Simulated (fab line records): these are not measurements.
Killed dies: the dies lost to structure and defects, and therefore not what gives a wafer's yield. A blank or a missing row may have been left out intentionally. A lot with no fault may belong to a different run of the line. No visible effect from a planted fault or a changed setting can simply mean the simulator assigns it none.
The same fault as seen by 2 desks    flow rit-cmos    each desk holds nothing but its own numbers, with what lay behind them at the end

== AT THE METROLOGY DESK ==
Means of the sampled wafers that have a number, per lot and without regard to the tool the lot ran on: this is what the gauges read. Any lot whose mean is over 4 standard deviations away from the usual mean is out of limits and marked OUT; that distance is given in the brackets.
Columns: A = PRETRO_TW at RIT_PRETRO_TW_MEAS_10, usual 475.7
lot   first seen here  A
L573  day 2 08:01      473.9
L578  day 3 10:14      30.2 (-99 or more) OUT
L579  day 3 14:13      30.1 (-99 or more) OUT
L581  day 4 05:04      477.8
L586  day 5 01:35      474.9
L587  day 5 06:43      473.6
L589  day 5 17:35      476.7
L590  day 5 22:57      474.6
L591  day 6 03:50      474.0
L592  day 6 10:50      475.0
L593  day 6 12:08      473.2
L594  day 6 16:59      476.4
L595  day 6 22:20      476.9
L596  day 7 06:23      476.3
This desk's result: L578, L579 out of limits, first on L578 (PRETRO_TW at RIT_PRETRO_TW_MEAS_10), day 3 10:14. L573, L581, L586, L587, L589, L590, L591, L592, L593, L594, L595, L596: within limits.

== TOOL OWNER'S DESK, plasma-asher-03 ==
The tool's own readings at RIT_NRETRO_STRIP_09 (strips in O2, time 180 s): means of the sampled wafers that have a number, for each lot that ran on this tool. Any lot whose mean is over 4 standard deviations away from the usual mean is out of limits and marked OUT; that distance is given in the brackets.
Columns: A = chamber-pressure-mTorr at RIT_NRETRO_STRIP_09, usual 4000 mTorr; B = drypump-motor-current-A at RIT_NRETRO_STRIP_09, usual 5.4 A
lot   first seen here  A     B
L573  day 2 06:17      4001  5.5
L586  day 4 23:44      3999  5.4
L592  day 6 08:58      3999  5.2
L593  day 6 10:07      4000  5.1
L594  day 6 15:09      4001  5.3
L595  day 6 20:29      4001  5.2
Finding of this desk: none of the 6 lots has anything out of limits.

== BROUGHT TOGETHER ==
On L578, L579, the metrology desk was in a position to raise an alarm at day 3 10:14.
The desk of the tool owner found nothing out of limits.
The tool owner's desk has no number on record for L578, L579.
RIT_NRETRO_STRIP_09 was run on plasma-asher-03 by each of the lots named.

== WHAT THE SIMULATOR HAD INSERTED ==
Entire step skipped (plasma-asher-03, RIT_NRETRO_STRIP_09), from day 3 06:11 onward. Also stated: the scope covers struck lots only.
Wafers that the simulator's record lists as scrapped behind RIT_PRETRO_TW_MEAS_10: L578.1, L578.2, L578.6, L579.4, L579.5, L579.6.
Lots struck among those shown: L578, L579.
Hours from the fault's start to each desk's first reading out of limits: the metrology desk, 4.
